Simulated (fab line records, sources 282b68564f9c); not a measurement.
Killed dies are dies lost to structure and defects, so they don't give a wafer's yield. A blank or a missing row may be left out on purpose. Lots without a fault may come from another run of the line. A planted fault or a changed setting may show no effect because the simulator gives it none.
One fault seen from 2 desks | flow rit_cmos | each desk has only its own numbers; what lay behind them comes last

THE TOOL OWNER'S DESK: implanter-04
The tool's own readings at RIT_PWELL_IMPLANT_08: means of the sampled wafers that have a number, for each lot that ran on this tool. A lot is out of limits, marked OUT, if its mean lies more than 4 standard deviations from the usual mean; the brackets give that distance.
Columns: A = dose_ions_cm2 at RIT_PWELL_IMPLANT_08, usual 6.999e+13; B = faraday_current_uA at RIT_PWELL_IMPLANT_08, usual 221
lot  | first seen here | A                           | B
L123 | day 4 02:19     | 6.987e+13                   | 218
L128 | day 5 04:38     | 5.531e+13 (-99 or more) OUT | 177 (-9.9) OUT
L129 | day 5 07:56     | 5.536e+13 (-99 or more) OUT | 179 (-9.6) OUT
This desk's finding: out of limits on L128, L129; first on L128, day 5 04:38 (dose_ions_cm2 at RIT_PWELL_IMPLANT_08). In limits: L123.

THE METROLOGY DESK
What the gauges read, lot by lot, whatever tool the lot ran on: means of the sampled wafers that have a number. A lot is out of limits, marked OUT, if its mean lies more than 4 standard deviations from the usual mean; the brackets give that distance.
Columns: A = PWELL_TW at RIT_PWELL_TW_MEAS_10, usual 960; B = PWELL_RS at RIT_WELLDRIVE_RS_MEAS_02, usual 429.3 ohm/sq
lot  | first seen here | A             | B
L113 | day 1 23:56     | 953           | 428.4
L114 | day 2 09:01     | 961           | 429.0
L115 | day 2 09:36     | 966           | 428.3
L116 | day 2 19:56     | 959           | 429.8
L117 | day 2 22:57     | 962           | 429.3
L118 | day 3 06:30     | 965           | 430.1
L119 | day 3 06:43     | 960           | 430.2
L123 | day 4 02:38     | 960           | 429.8
L128 | day 5 04:58     | 886 (-15) OUT | 499.6 (+64) OUT
L129 | day 5 08:15     | 891 (-14) OUT | 496.0 (+61) OUT
L130 | day 5 12:12     | 963           | 428.9
L133 | day 6 03:34     | 963           | 430.2
L134 | day 6 10:05     | 961           | 430.3
L136 | day 6 20:02     | 951           | 430.3
This desk's finding: out of limits on L128, L129; first on L128, day 5 04:58 (PWELL_TW at RIT_PWELL_TW_MEAS_10). In limits: L113, L114, L115, L116, L117, L118, L119, L123, L130, L133, L134, L136.

PUT TOGETHER
The tool owner's desk could have raised an alarm at day 5 04:38, on L128, L129.
The metrology desk could have raised an alarm at day 5 04:58, on L128, L129.
Of the lots named, all ran RIT_PWELL_IMPLANT_08 on implanter-04.

WHAT THE SIMULATOR HAD PUT IN
Process parameter drift: implanter-04, from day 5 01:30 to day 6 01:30, at RIT_PWELL_IMPLANT_08. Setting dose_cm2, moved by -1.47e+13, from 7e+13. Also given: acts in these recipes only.
Lots struck among those shown: L128, L129.
Hours from the fault's start to each desk's first reading out of limits: the tool owner's desk, 3; the metrology desk, 3.
